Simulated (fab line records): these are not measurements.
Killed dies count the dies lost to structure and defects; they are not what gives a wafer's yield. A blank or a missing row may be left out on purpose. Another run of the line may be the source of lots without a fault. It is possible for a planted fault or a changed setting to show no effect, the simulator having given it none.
Problem report, 8D (eight disciplines) form, completed by code | flow berkeley_cmos170 | the parts of the form that need people (team, actions taken, sign-off) are left out

== 1. WHAT WENT WRONG ==
Across 6 wafers from 2 lots, NSD_TW at UCB170_NSD_TW_MEAS_10 averages 3779, while fault-free wafers read 4192 with a standard deviation of 43. That is -9.6 standard deviations from the usual mean.
First observed at day 8 06:31: wafer L567.2, on film_metro-02. The record has a number at this step for 42 wafers belonging to 14 lots. By rule, "out" or "out of limits" means more than 4 standard deviations away from the usual mean. The rest of the wafers with a number are treated as sound.

== 2. WHAT IT IS, AND WHAT IT ISN'T ==
question                    | is                           | is not
which readings at this step | NSD_TW                       | -
which lots                  | L567, L568                   | L563, L566, L575, L576, L577, L579, L580, L581, L583, L584, L585, L586
which wafers of those lots  | all that have a number       | -
read on which gauges        | film_metro-02, film_metro-04 | film_metro-01
when                        | from day 8 06:31             | up to then (6 sound wafers); but 30 sound wafers of L575, L576, L577, L579, L580, L581, L583, L584, L585, L586 came after

== 3. THE SUSPECTS, EACH WITH WHAT RULES IT OUT ==
Counting: a tool stays on the suspect list if, at a process step up to the reading, it processed all lots that are out and no sound lot following the first of them.
- ruled out: the gauge at UCB170_NSD_TW_MEAS_10. 2 gauges (film_metro-02, film_metro-04) read the wafers that are out.
- implanter-01 at UCB170_NSD_IMPLANT_08: ruled out as a lasting fault. Following L567 (day 8 06:17), the first lot on it that is out, the sound lots L580, L585, L583, L586 were run on it.
Left after counting: nothing in the record.

== 4. THE CAUSE (what the simulator had put in) ==
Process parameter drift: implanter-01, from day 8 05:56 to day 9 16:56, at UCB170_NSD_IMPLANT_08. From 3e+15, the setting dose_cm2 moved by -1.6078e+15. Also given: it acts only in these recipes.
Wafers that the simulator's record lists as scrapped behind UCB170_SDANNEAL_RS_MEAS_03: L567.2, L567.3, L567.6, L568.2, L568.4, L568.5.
The count ruled it out by mistake, since the rule takes a fault to strike every lot its tool runs from the start of the fault on, and this one did not do so.

== 5. THE CHAIN OF EFFECTS, in route order ==
Rows list readings where the struck wafers' mean (over those with a number) sits beyond 3 standard deviations from the usual. Readings are gone through only where the record gives a usual standard deviation; hours: the median, over the lots, of the time from a lot's start at the first step in this table giving one to that lot's start at this step; sigmas: the change measured in usual standard deviations.
hours | step                       | reading                   | usual         | on struck wafers | change    | sigmas
0     | UCB170_NSD_IMPLANT_08      | dose_ions_cm2             | 3e+15         | 1e+15            | -2e+15    | -99 or more
0     | UCB170_NSD_IMPLANT_08      | end_station_pressure_torr | 1.26e-05 Torr | 8.33e-06         | -4.27e-06 | -6.7
0     | UCB170_NSD_IMPLANT_08      | faraday_current_uA        | 9261          | 4314             | -4947     | -25
0     | UCB170_NSD_STRIP_09        | oes_product_au            | 0.533 a.u.    | 0.604            | +0.071    | +15
0     | UCB170_NSD_STRIP_09        | strip_time_to_endpoint_s  | 35.80 s       | 29.03            | -6.77     | -83
0     | UCB170_NSD_TW_MEAS_10      | NSD_TW                    | 4192          | 3779             | -413      | -9.6
5     | UCB170_SDANNEAL_RS_MEAS_03 | NSD_RS                    | 37.26 ohm/sq  | 60.86            | +23.60    | +99 or more
Process steps it contains:
- UCB170_NSD_IMPLANT_08
- UCB170_NSD_STRIP_09: strips in O2.

== 6. HOW IT WOULD HAVE BEEN CAUGHT EARLIER ==
In this record the first reading out of limits at a measuring or inspecting step was taken at day 8 06:31, 1 hour after the fault began at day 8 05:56.
At UCB170_NSD_IMPLANT_08, the tool's own readings (dose_ions_cm2, end_station_pressure_torr, faraday_current_uA) were out on each struck wafer the step has a row for, so an alarm limit on them would have fired on the first such wafer.
